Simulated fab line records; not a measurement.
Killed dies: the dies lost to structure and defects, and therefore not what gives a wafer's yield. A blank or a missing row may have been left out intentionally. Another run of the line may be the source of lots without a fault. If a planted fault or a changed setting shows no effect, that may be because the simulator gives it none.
fab line records || flow ritCmos
record {"lots": 6, "wafers": 18, "lastDay": 7}
route steps=202 shown GATE@79 FOX2@80
lots that met no fault: taken from a fault-free run of the same line
startH: hours from the record's opening day to when the first of the lot's shown wafers began || waitH: hours from the lot's prior step to this one || " unchanged from the row above || L1.1+2: a row that stands for several wafers || - no value present, or no start provided || * or withheld: withheld || < > ~ a bound
route shown NAME@n: NAME is a module with steps in the file, n the number in the route of the first one || usual: mean/standard deviation of fault-free wafers || same: alike in all rows || chamber/n: place in a boat || sites: the reading at each site || _std_site: the standard deviation of these || _edge_site: mean of outer sites minus mean of inner sites || radiusMm: how far each site lies from the wafer's centre || mask NAME#n: copy n || behind: the tool/chamber that last shaped the wafer || hold: the reason the lot was held/the length of the hold in hours/how it ended || device: whichever transistor did not switch (one of n, p or np) || end of line: the route-end tests of the same wafers || step lacking rows: just its recipe || killed: at the first sort, the dies lost to defects and structure; wafer yield is something else || map: per-die view of a wafer (x killed, . not killed, _ where there is no die)
set.NAME: the setting the step ran with; set.NAME@STEP: the setting that earlier step ran with || model.NAME: the simulator's own value behind a step, which no gauge read
certain route steps with their lots: each step a table, each wafer a row
## steps
# step RIT_GATE_CLEAN_04
# recipe {"chemistry": "dHF", "dilution": "50:1", "timeS": 60, "dry": "n2Spin"}
# step RIT_FOX2_THK_MEAS_91
# recipe {"reads": "SiO2_of_FOX2_OXIDATION_00"}
# usual {"FIELD_OXIDE_LEFT_2_THK": "258/6.5"}
{"lot.wafer": "L551.2", "tool": "filmMetro-01", "chamber": "-", "startH": 37.85, "waitH": 0.0, "FIELD_OXIDE_LEFT_2_THK[nm]": 257}
{"lot.wafer": "L551.3", "tool": "filmMetro-01", "chamber": "-", "startH": 37.85, "waitH": 0.0, "FIELD_OXIDE_LEFT_2_THK[nm]": 254}
{"lot.wafer": "L551.5", "tool": "filmMetro-01", "chamber": "-", "startH": 37.85, "waitH": 0.0, "FIELD_OXIDE_LEFT_2_THK[nm]": 261}
{"lot.wafer": "L554.1", "tool": "filmMetro-04", "chamber": "-", "startH": 53.05, "waitH": 0.0, "FIELD_OXIDE_LEFT_2_THK[nm]": 258}
{"lot.wafer": "L554.5", "tool": "filmMetro-04", "chamber": "-", "startH": 53.05, "waitH": 0.0, "FIELD_OXIDE_LEFT_2_THK[nm]": 259}
{"lot.wafer": "L554.6", "tool": "filmMetro-04", "chamber": "-", "startH": 53.05, "waitH": 0.0, "FIELD_OXIDE_LEFT_2_THK[nm]": 256}
{"lot.wafer": "L558.3", "tool": "filmMetro-01", "chamber": "-", "startH": 74.76, "waitH": 0.0, "FIELD_OXIDE_LEFT_2_THK[nm]": 261}
{"lot.wafer": "L558.4", "tool": "filmMetro-01", "chamber": "-", "startH": 74.76, "waitH": 0.0, "FIELD_OXIDE_LEFT_2_THK[nm]": 263}
{"lot.wafer": "L558.5", "tool": "filmMetro-01", "chamber": "-", "startH": 74.76, "waitH": 0.0, "FIELD_OXIDE_LEFT_2_THK[nm]": 258}
{"lot.wafer": "L559.1", "tool": "filmMetro-01", "chamber": "-", "startH": 79.97, "waitH": 0.0, "FIELD_OXIDE_LEFT_2_THK[nm]": 255}
{"lot.wafer": "L559.2", "tool": "filmMetro-01", "chamber": "-", "startH": 79.97, "waitH": 0.0, "FIELD_OXIDE_LEFT_2_THK[nm]": 252}
{"lot.wafer": "L559.5", "tool": "filmMetro-01", "chamber": "-", "startH": 79.97, "waitH": 0.0, "FIELD_OXIDE_LEFT_2_THK[nm]": 255}
{"lot.wafer": "L561.1", "tool": "filmMetro-01", "chamber": "-", "startH": 87.06, "waitH": 0.0, "FIELD_OXIDE_LEFT_2_THK[nm]": 265}
{"lot.wafer": "L561.2", "tool": "filmMetro-01", "chamber": "-", "startH": 87.06, "waitH": 0.0, "FIELD_OXIDE_LEFT_2_THK[nm]": 266}
{"lot.wafer": "L561.3", "tool": "filmMetro-01", "chamber": "-", "startH": 87.06, "waitH": 0.0, "FIELD_OXIDE_LEFT_2_THK[nm]": 264}
{"lot.wafer": "L572.2", "tool": "filmMetro-04", "chamber": "-", "startH": 141.53, "waitH": 0.0, "FIELD_OXIDE_LEFT_2_THK[nm]": 246}
{"lot.wafer": "L572.3", "tool": "filmMetro-04", "chamber": "-", "startH": 141.53, "waitH": 0.0, "FIELD_OXIDE_LEFT_2_THK[nm]": 248}
{"lot.wafer": "L572.4", "tool": "filmMetro-04", "chamber": "-", "startH": 141.53, "waitH": 0.0, "FIELD_OXIDE_LEFT_2_THK[nm]": 246}
# step RIT_GATE_OXIDATION_05
# recipe {"tempC": 900, "ambient": "O2", "targetThkA": 30, "oxTimeS": 270}
# step RIT_GATE_ANNEAL_06
# recipe {"tempC": 900, "timeS": 600, "ambient": "N2O"}
# step RIT_GATE_THK_MEAS_07
# recipe {"reads": "SiO2_of_GATE_OXIDATION_05"}
# usual {"GATE_OXIDE_THK": "3.03/0.07"}
{"lot.wafer": "L551.2", "tool": "filmMetro-01", "chamber": "-", "startH": 41.20, "waitH": 0.0, "GATE_OXIDE_THK[nm]": 3.17}
{"lot.wafer": "L551.3", "tool": "filmMetro-01", "chamber": "-", "startH": 41.20, "waitH": 0.0, "GATE_OXIDE_THK[nm]": 3.21}
{"lot.wafer": "L551.5", "tool": "filmMetro-01", "chamber": "-", "startH": 41.20, "waitH": 0.0, "GATE_OXIDE_THK[nm]": 3.16}
{"lot.wafer": "L554.1", "tool": "filmMetro-01", "chamber": "-", "startH": 54.43, "waitH": 0.0, "GATE_OXIDE_THK[nm]": 3.12}
{"lot.wafer": "L554.5", "tool": "filmMetro-01", "chamber": "-", "startH": 54.43, "waitH": 0.0, "GATE_OXIDE_THK[nm]": 3.06}
{"lot.wafer": "L554.6", "tool": "filmMetro-01", "chamber": "-", "startH": 54.43, "waitH": 0.0, "GATE_OXIDE_THK[nm]": 3.15}
{"lot.wafer": "L558.3", "tool": "filmMetro-01", "chamber": "-", "startH": 76.30, "waitH": 0.0, "GATE_OXIDE_THK[nm]": 3.03}
{"lot.wafer": "L558.4", "tool": "filmMetro-01", "chamber": "-", "startH": 76.30, "waitH": 0.0, "GATE_OXIDE_THK[nm]": 3.05}
{"lot.wafer": "L558.5", "tool": "filmMetro-01", "chamber": "-", "startH": 76.30, "waitH": 0.0, "GATE_OXIDE_THK[nm]": 3.04}
{"lot.wafer": "L559.1", "tool": "filmMetro-01", "chamber": "-", "startH": 81.35, "waitH": 0.0, "GATE_OXIDE_THK[nm]": 3.09}
{"lot.wafer": "L559.2", "tool": "filmMetro-01", "chamber": "-", "startH": 81.35, "waitH": 0.0, "GATE_OXIDE_THK[nm]": 3.12}
{"lot.wafer": "L559.5", "tool": "filmMetro-01", "chamber": "-", "startH": 81.35, "waitH": 0.0, "GATE_OXIDE_THK[nm]": 3.12}
{"lot.wafer": "L561.1", "tool": "filmMetro-01", "chamber": "-", "startH": 88.89, "waitH": 0.0, "GATE_OXIDE_THK[nm]": 2.92}
{"lot.wafer": "L561.2", "tool": "filmMetro-01", "chamber": "-", "startH": 88.89, "waitH": 0.0, "GATE_OXIDE_THK[nm]": 3.04}
{"lot.wafer": "L561.3", "tool": "filmMetro-01", "chamber": "-", "startH": 88.89, "waitH": 0.0, "GATE_OXIDE_THK[nm]": 2.97}
{"lot.wafer": "L572.2", "tool": "filmMetro-02", "chamber": "-", "startH": 142.91, "waitH": 0.0, "GATE_OXIDE_THK[nm]": 3.02}
{"lot.wafer": "L572.3", "tool": "filmMetro-02", "chamber": "-", "startH": 142.91, "waitH": 0.0, "GATE_OXIDE_THK[nm]": 3.03}
{"lot.wafer": "L572.4", "tool": "filmMetro-02", "chamber": "-", "startH": 142.91, "waitH": 0.0, "GATE_OXIDE_THK[nm]": 3.08}
# step RIT_GATE_CVD_08
# recipe {"material": "poly-Si", "targetThkNm": 250, "tempC": 610, "precursor": "SiH4", "timeS": 2220, "pressureMtorr": 300, "sih4FlowSccm": 100}
# step RIT_GATE_THK_MEAS_09
# recipe {"reads": "poly-Si_of_GATE_CVD_08"}
# usual {"GATE_POLY_THK": "251.2/2.1"}
{"lot.wafer": "L551.2", "tool": "filmMetro-01", "chamber": "-", "startH": 42.88, "waitH": 0.0, "GATE_POLY_THK[nm]": 251.1}
{"lot.wafer": "L551.3", "tool": "filmMetro-01", "chamber": "-", "startH": 42.88, "waitH": 0.0, "GATE_POLY_THK[nm]": 251.2}
{"lot.wafer": "L551.5", "tool": "filmMetro-01", "chamber": "-", "startH": 42.88, "waitH": 0.0, "GATE_POLY_THK[nm]": 251.7}
{"lot.wafer": "L554.1", "tool": "filmMetro-02", "chamber": "-", "startH": 56.11, "waitH": 0.0, "GATE_POLY_THK[nm]": 250.0}
{"lot.wafer": "L554.5", "tool": "filmMetro-02", "chamber": "-", "startH": 56.11, "waitH": 0.0, "GATE_POLY_THK[nm]": 251.2}
{"lot.wafer": "L554.6", "tool": "filmMetro-02", "chamber": "-", "startH": 56.11, "waitH": 0.0, "GATE_POLY_THK[nm]": 248.8}
{"lot.wafer": "L558.3", "tool": "filmMetro-02", "chamber": "-", "startH": 77.98, "waitH": 0.0, "GATE_POLY_THK[nm]": 248.9}
{"lot.wafer": "L558.4", "tool": "filmMetro-02", "chamber": "-", "startH": 77.98, "waitH": 0.0, "GATE_POLY_THK[nm]": 250.5}
{"lot.wafer": "L558.5", "tool": "filmMetro-02", "chamber": "-", "startH": 77.98, "waitH": 0.0, "GATE_POLY_THK[nm]": 248.7}
{"lot.wafer": "L559.1", "tool": "filmMetro-02", "chamber": "-", "startH": 83.03, "waitH": 0.0, "GATE_POLY_THK[nm]": 248.8}
{"lot.wafer": "L559.2", "tool": "filmMetro-02", "chamber": "-", "startH": 83.03, "waitH": 0.0, "GATE_POLY_THK[nm]": 251.5}
{"lot.wafer": "L559.5", "tool": "filmMetro-02", "chamber": "-", "startH": 83.03, "waitH": 0.0, "GATE_POLY_THK[nm]": 249.4}
{"lot.wafer": "L561.1", "tool": "filmMetro-01", "chamber": "-", "startH": 90.57, "waitH": 0.0, "GATE_POLY_THK[nm]": 251.5}
{"lot.wafer": "L561.2", "tool": "filmMetro-01", "chamber": "-", "startH": 90.57, "waitH": 0.0, "GATE_POLY_THK[nm]": 251.3}
{"lot.wafer": "L561.3", "tool": "filmMetro-01", "chamber": "-", "startH": 90.57, "waitH": 0.0, "GATE_POLY_THK[nm]": 251.4}
{"lot.wafer": "L572.2", "tool": "filmMetro-02", "chamber": "-", "startH": 147.89, "waitH": 0.0, "GATE_POLY_THK[nm]": 249.5}
{"lot.wafer": "L572.3", "tool": "filmMetro-02", "chamber": "-", "startH": 147.89, "waitH": 0.0, "GATE_POLY_THK[nm]": 249.7}
{"lot.wafer": "L572.4", "tool": "filmMetro-02", "chamber": "-", "startH": 147.89, "waitH": 0.0, "GATE_POLY_THK[nm]": 247.0}
# step RIT_GATE_HMDS_10
# recipe {"primeTimeS": 60, "primeTempC": 140}
# step RIT_GATE_COAT_11
# recipe {"resist": "NOVOLAK", "spinRpm": 4250, "resistThkNm": 850}
# step RIT_GATE_SOFTBAKE_12
# recipe {"resist": "NOVOLAK", "tempC": 90, "timeS": 61.23}
# usual {"chillPlateTempC": "22.98/0.097", "exhaustPa": "44.9/0.9", "plateSensorTCentreC": "90.969/0.012", "plateSensorTEdgeC": "91.021/0.0093"}
{"lot.wafer": "L551.2", "tool": "lithoTrack-04", "chamber": 0, "startH": 43.25, "waitH": 0.1, "chillPlateTempC": 22.96, "exhaustPa": 44.7, "plateSensorTCentreC": 90.958, "plateSensorTEdgeC": 91.026}
{"lot.wafer": "L551.3", "tool": "lithoTrack-04", "chamber": 0, "startH": 43.25, "waitH": 0.1, "chillPlateTempC": 23.05, "exhaustPa": 44.7, "plateSensorTCentreC": 90.975, "plateSensorTEdgeC": 91.024}
{"lot.wafer": "L551.5", "tool": "lithoTrack-04", "chamber": 0, "startH": 43.25, "waitH": 0.1, "chillPlateTempC": 23.17, "exhaustPa": 44.8, "plateSensorTCentreC": 90.963, "plateSensorTEdgeC": 91.020}
{"lot.wafer": "L554.1", "tool": "lithoTrack-03", "chamber": 0, "startH": 56.47, "waitH": 0.1, "chillPlateTempC": 22.97, "exhaustPa": 43.4, "plateSensorTCentreC": 91.008, "plateSensorTEdgeC": 91.015}
{"lot.wafer": "L554.5", "tool": "lithoTrack-03", "chamber": 0, "startH": 56.47, "waitH": 0.1, "chillPlateTempC": 23.04, "exhaustPa": 44.4, "plateSensorTCentreC": 90.952, "plateSensorTEdgeC": 91.031}
{"lot.wafer": "L554.6", "tool": "lithoTrack-03", "chamber": 0, "startH": 56.47, "waitH": 0.1, "chillPlateTempC": 22.93, "exhaustPa": 45.0, "plateSensorTCentreC": 90.962, "plateSensorTEdgeC": 91.026}
{"lot.wafer": "L558.3", "tool": "lithoTrack-04", "chamber": 0, "startH": 78.37, "waitH": 0.1, "chillPlateTempC": 22.99, "exhaustPa": 44.5, "plateSensorTCentreC": 90.960, "plateSensorTEdgeC": 91.018}
{"lot.wafer": "L558.4", "tool": "lithoTrack-04", "chamber": 0, "startH": 78.37, "waitH": 0.1, "chillPlateTempC": 22.81, "exhaustPa": 45.2, "plateSensorTCentreC": 90.956, "plateSensorTEdgeC": 91.007}
{"lot.wafer": "L558.5", "tool": "lithoTrack-04", "chamber": 0, "startH": 78.37, "waitH": 0.1, "chillPlateTempC": 22.85, "exhaustPa": 44.6, "plateSensorTCentreC": 90.960, "plateSensorTEdgeC": 91.015}
{"lot.wafer": "L559.1", "tool": "lithoTrack-01", "chamber": 0, "startH": 83.39, "waitH": 0.1, "chillPlateTempC": 22.83, "exhaustPa": 45.9, "plateSensorTCentreC": 90.967, "plateSensorTEdgeC": 91.008}
{"lot.wafer": "L559.2", "tool": "lithoTrack-01", "chamber": 0, "startH": 83.39, "waitH": 0.1, "chillPlateTempC": 22.85, "exhaustPa": 44.1, "plateSensorTCentreC": 90.963, "plateSensorTEdgeC": 91.042}
{"lot.wafer": "L559.5", "tool": "lithoTrack-01", "chamber": 0, "startH": 83.39, "waitH": 0.1, "chillPlateTempC": 22.86, "exhaustPa": 45.1, "plateSensorTCentreC": 90.985, "plateSensorTEdgeC": 91.026}
{"lot.wafer": "L561.1", "tool": "lithoTrack-04", "chamber": 0, "startH": 90.93, "waitH": 0.1, "chillPlateTempC": 23.02, "exhaustPa": 44.7, "plateSensorTCentreC": 90.944, "plateSensorTEdgeC": 91.002}
{"lot.wafer": "L561.2", "tool": "lithoTrack-04", "chamber": 0, "startH": 90.93, "waitH": 0.1, "chillPlateTempC": 23.05, "exhaustPa": 43.9, "plateSensorTCentreC": 90.954, "plateSensorTEdgeC": 91.038}
{"lot.wafer": "L561.3", "tool": "lithoTrack-04", "chamber": 0, "startH": 90.93, "waitH": 0.1, "chillPlateTempC": 22.94, "exhaustPa": 45.5, "plateSensorTCentreC": 90.975, "plateSensorTEdgeC": 91.021}
{"lot.wafer": "L572.2", "tool": "lithoTrack-01", "chamber": 0, "startH": 148.26, "waitH": 0.1, "chillPlateTempC": 23.08, "exhaustPa": 44.1, "plateSensorTCentreC": 90.976, "plateSensorTEdgeC": 91.036}
{"lot.wafer": "L572.3", "tool": "lithoTrack-01", "chamber": 0, "startH": 148.26, "waitH": 0.1, "chillPlateTempC": 23.01, "exhaustPa": 43.1, "plateSensorTCentreC": 90.974, "plateSensorTEdgeC": 91.010}
{"lot.wafer": "L572.4", "tool": "lithoTrack-01", "chamber": 0, "startH": 148.26, "waitH": 0.1, "chillPlateTempC": 23.07, "exhaustPa": 44.1, "plateSensorTCentreC": 90.962, "plateSensorTEdgeC": 91.011}
# step RIT_GATE_EXPOSE_13
# recipe {"maskId": "M6", "na": 0.6, "sourceShape": "conventional", "sigmaOuter": 0.6, "targetCdNm": 150, "doseMj": 380}
# step RIT_GATE_PEB_14
# recipe {"resist": "NOVOLAK", "tempC": "withheld", "timeS": "withheld"}
# step RIT_GATE_DEVELOP_15
# recipe {"resist": "NOVOLAK", "developTimeS": 50, "devTempC": 23}
# usual {"chillPlateTempC": "23.00/0.091", "developTimeS": "50/0", "exhaustPa": "45.0/0.91"}
{"lot.wafer": "L551.2", "tool": "lithoTrack-01", "chamber": 0, "startH": 43, "waitH": "-", "chillPlateTempC": 22.94, "developTimeS": 50, "exhaustPa": 44.2}
{"lot.wafer": "L551.3", "tool": "lithoTrack-01", "chamber": 0, "startH": 43, "waitH": "-", "chillPlateTempC": 23.07, "developTimeS": 50, "exhaustPa": 44.7}
{"lot.wafer": "L551.5", "tool": "lithoTrack-01", "chamber": 0, "startH": 43, "waitH": "-", "chillPlateTempC": 22.84, "developTimeS": 50, "exhaustPa": 45.1}
{"lot.wafer": "L554.1", "tool": "lithoTrack-03", "chamber": 0, "startH": 56, "waitH": "-", "chillPlateTempC": 23.02, "developTimeS": 50, "exhaustPa": 45.0}
{"lot.wafer": "L554.5", "tool": "lithoTrack-03", "chamber": 0, "startH": 56, "waitH": "-", "chillPlateTempC": 22.93, "developTimeS": 50, "exhaustPa": 46.0}
{"lot.wafer": "L554.6", "tool": "lithoTrack-03", "chamber": 0, "startH": 56, "waitH": "-", "chillPlateTempC": 22.88, "developTimeS": 50, "exhaustPa": 44.8}
{"lot.wafer": "L558.3", "tool": "lithoTrack-03", "chamber": "-", "startH": 78, "waitH": "-", "chillPlateTempC": "-", "developTimeS": "-", "exhaustPa": "-"}
{"lot.wafer": "L558.4", "tool": "lithoTrack-03", "chamber": "-", "startH": 78, "waitH": "-", "chillPlateTempC": "-", "developTimeS": "-", "exhaustPa": "-"}
{"lot.wafer": "L558.5", "tool": "lithoTrack-03", "chamber": "-", "startH": 78, "waitH": "-", "chillPlateTempC": "-", "developTimeS": "-", "exhaustPa": "-"}
{"lot.wafer": "L559.1", "tool": "lithoTrack-03", "chamber": "-", "startH": 83, "waitH": "-", "chillPlateTempC": "-", "developTimeS": "-", "exhaustPa": "-"}
{"lot.wafer": "L559.2", "tool": "lithoTrack-03", "chamber": "-", "startH": 83, "waitH": "-", "chillPlateTempC": "-", "developTimeS": "-", "exhaustPa": "-"}
{"lot.wafer": "L559.5", "tool": "lithoTrack-03", "chamber": "-", "startH": 83, "waitH": "-", "chillPlateTempC": "-", "developTimeS": "-", "exhaustPa": "-"}
{"lot.wafer": "L561.1", "tool": "lithoTrack-04", "chamber": 0, "startH": 91, "waitH": "-", "chillPlateTempC": 22.88, "developTimeS": 50, "exhaustPa": 45.3}
{"lot.wafer": "L561.2", "tool": "lithoTrack-04", "chamber": 0, "startH": 91, "waitH": "-", "chillPlateTempC": 22.89, "developTimeS": 50, "exhaustPa": 44.6}
{"lot.wafer": "L561.3", "tool": "lithoTrack-04", "chamber": 0, "startH": 91, "waitH": "-", "chillPlateTempC": 22.89, "developTimeS": 50, "exhaustPa": 45.9}
{"lot.wafer": "L572.2", "tool": "lithoTrack-03", "chamber": 0, "startH": 148, "waitH": "-", "chillPlateTempC": 22.94, "developTimeS": 50, "exhaustPa": 45.9}
{"lot.wafer": "L572.3", "tool": "lithoTrack-03", "chamber": 0, "startH": 148, "waitH": "-", "chillPlateTempC": 22.95, "developTimeS": 50, "exhaustPa": 45.0}
{"lot.wafer": "L572.4", "tool": "lithoTrack-03", "chamber": 0, "startH": 148, "waitH": "-", "chillPlateTempC": 22.93, "developTimeS": 50, "exhaustPa": 44.8}
# step RIT_GATE_CD_MEAS_16
# recipe {"targetCdNm": 150}
# usual {"cdNm": "149.6/2.4"}
{"lot.wafer": "L551.2", "tool": "cdSem-01", "chamber": "-", "startH": 43.92, "waitH": "-", "cdNm": 148.1}
{"lot.wafer": "L551.3", "tool": "cdSem-01", "chamber": "-", "startH": 43.92, "waitH": "-", "cdNm": 148.0}
{"lot.wafer": "L551.5", "tool": "cdSem-01", "chamber": "-", "startH": 43.92, "waitH": "-", "cdNm": 148.0}
{"lot.wafer": "L554.1", "tool": "cdSem-02", "chamber": "-", "startH": 57.02, "waitH": "-", "cdNm": 154.2}
{"lot.wafer": "L554.5", "tool": "cdSem-02", "chamber": "-", "startH": 57.02, "waitH": "-", "cdNm": 152.7}
{"lot.wafer": "L554.6", "tool": "cdSem-02", "chamber": "-", "startH": 57.02, "waitH": "-", "cdNm": 153.0}
{"lot.wafer": "L558.3", "tool": "cdSem-01", "chamber": "-", "startH": 79.03, "waitH": "-", "cdNm": "-"}
{"lot.wafer": "L558.4", "tool": "cdSem-01", "chamber": "-", "startH": 79.03, "waitH": "-", "cdNm": "-"}
{"lot.wafer": "L558.5", "tool": "cdSem-01", "chamber": "-", "startH": 79.03, "waitH": "-", "cdNm": "-"}
{"lot.wafer": "L559.1", "tool": "cdSem-01", "chamber": "-", "startH": 83.94, "waitH": "-", "cdNm": "-"}
{"lot.wafer": "L559.2", "tool": "cdSem-01", "chamber": "-", "startH": 83.94, "waitH": "-", "cdNm": "-"}
{"lot.wafer": "L559.5", "tool": "cdSem-01", "chamber": "-", "startH": 83.94, "waitH": "-", "cdNm": "-"}
{"lot.wafer": "L561.1", "tool": "cdSem-01", "chamber": "-", "startH": 91.60, "waitH": "-", "cdNm": 153.0}
{"lot.wafer": "L561.2", "tool": "cdSem-01", "chamber": "-", "startH": 91.60, "waitH": "-", "cdNm": 150.6}
{"lot.wafer": "L561.3", "tool": "cdSem-01", "chamber": "-", "startH": 91.60, "waitH": "-", "cdNm": 151.2}
{"lot.wafer": "L572.2", "tool": "cdSem-02", "chamber": "-", "startH": 148.93, "waitH": "-", "cdNm": 146.6}
{"lot.wafer": "L572.3", "tool": "cdSem-02", "chamber": "-", "startH": 148.93, "waitH": "-", "cdNm": 151.6}
{"lot.wafer": "L572.4", "tool": "cdSem-02", "chamber": "-", "startH": 148.93, "waitH": "-", "cdNm": 150.6}
## key
firstSign {"step": "RIT_GATE_DEVELOP_15", "reading": "toolRecord", "direction": "missing"}
effect none on later readings
metAt RIT_GATE_DEVELOP_15
struckWafers L558.3,L558.4,L558.5,L559.1,L559.2,L559.5
laterRowsLeftOut L558.3,L558.4,L558.5,L559.1,L559.2,L559.5
sortLeftOut L558.3,L558.4,L558.5,L559.1,L559.2,L559.5
testerLeftOut L558,L559
onsetBetween 56 78
fault {"kind": "skippedStepWhole", "tool": "lithoTrack-03", "chamber": "-", "onsetH": 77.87, "steps": "RIT_GATE_DEVELOP_15", "scope": "struckLotsOnly"}
# testerLeftOut: of these lots the tester's yield and bins aren't shown, on N5 and GAA mostly nor the transistor test; their killed dies are dies lost to structure and defects alone, not to doping, threshold or leakage, so they don't give the yield
# sortLeftOut: the simulated sort isn't trusted on such a fault, so these wafers' sort isn't shown, and their yield isn't known
# laterRowsLeftOut: the simulator's readings of these wafers behind a module that went badly wrong aren't trusted and aren't shown, but for the sort
